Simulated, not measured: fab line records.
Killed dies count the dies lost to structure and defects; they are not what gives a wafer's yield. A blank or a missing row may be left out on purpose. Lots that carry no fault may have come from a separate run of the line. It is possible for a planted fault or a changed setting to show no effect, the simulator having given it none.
Matching of chambers :: flow ritCmos :: RIT_FOX2_CLEAN_02 on wetBench-04: 3 sister chambers
The step cleans in dHF, time 180 s. 16 wafers are shown with their chamber, then 8 later ones without.

## WAFERS WITH THEIR CHAMBER
wafer: L450.1
chamber: 0
runLengthS (s): 206

wafer: L450.2
chamber: 0
runLengthS (s): 206

wafer: L450.5
chamber: 0
runLengthS (s): 206

wafer: L451.2
chamber: 2
runLengthS (s): 206

wafer: L451.3
chamber: 2
runLengthS (s): 206

wafer: L451.5
chamber: 2
runLengthS (s): 206

wafer: L452.1
chamber: 1
runLengthS (s): 208

wafer: L452.3
chamber: 1
runLengthS (s): 208

wafer: L452.5
chamber: 1
runLengthS (s): 208

wafer: L453.2
chamber: 1
runLengthS (s): 207

wafer: L453.3
chamber: 1
runLengthS (s): 207

wafer: L453.5
chamber: 1
runLengthS (s): 207

wafer: L454.1
chamber: 1
runLengthS (s): 207

wafer: L454.3
chamber: 1
runLengthS (s): 207

wafer: L454.4
chamber: 1
runLengthS (s): 207

wafer: L456.2
chamber: 2
runLengthS (s): 206

SIGNATURES (means of the wafers above)
reading: runLengthS
chamber 0: 206.00
chamber 1: 207.33
chamber 2: 206.00
scatter within a chamber: 0.392
Rule: a wafer's distance from a chamber is the root of the sum, over the readings, of the square of ((its reading less the chamber's mean) divided by the reading's scatter). If the next closest chamber is less than 2 further off than the closest, the wafer can't be placed; otherwise it belongs to the closest. How the scatter is found: for the shown wafers, subtract from each reading the mean of its chamber, square and add these, divide the total by (wafers less chambers), then take the root.

## WAFERS WHOSE CHAMBER IS MISSING
wafer: L456.4
runLengthS (s): 206

wafer: L456.6
runLengthS (s): 206

wafer: L460.1
runLengthS (s): 206

wafer: L460.3
runLengthS (s): 206

wafer: L460.5
runLengthS (s): 206

wafer: L471.2
runLengthS (s): 206

wafer: L471.3
runLengthS (s): 206

wafer: L471.4
runLengthS (s): 206

## WHICH CHAMBER EACH ONE RAN IN
wafer: L456.4
from the rows above: can't be placed: 0 or 2
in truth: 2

wafer: L456.6
from the rows above: can't be placed: 0 or 2
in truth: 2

wafer: L460.1
from the rows above: can't be placed: 0 or 2
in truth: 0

wafer: L460.3
from the rows above: can't be placed: 0 or 2
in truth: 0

wafer: L460.5
from the rows above: can't be placed: 0 or 2
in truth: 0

wafer: L471.2
from the rows above: can't be placed: 0 or 2
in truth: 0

wafer: L471.3
from the rows above: can't be placed: 0 or 2
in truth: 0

wafer: L471.4
from the rows above: can't be placed: 0 or 2
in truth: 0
Correctly placed: 0 of 8. These rows do not allow placing 8 (true chamber among the candidates in 8). Number placed wrongly: 0.
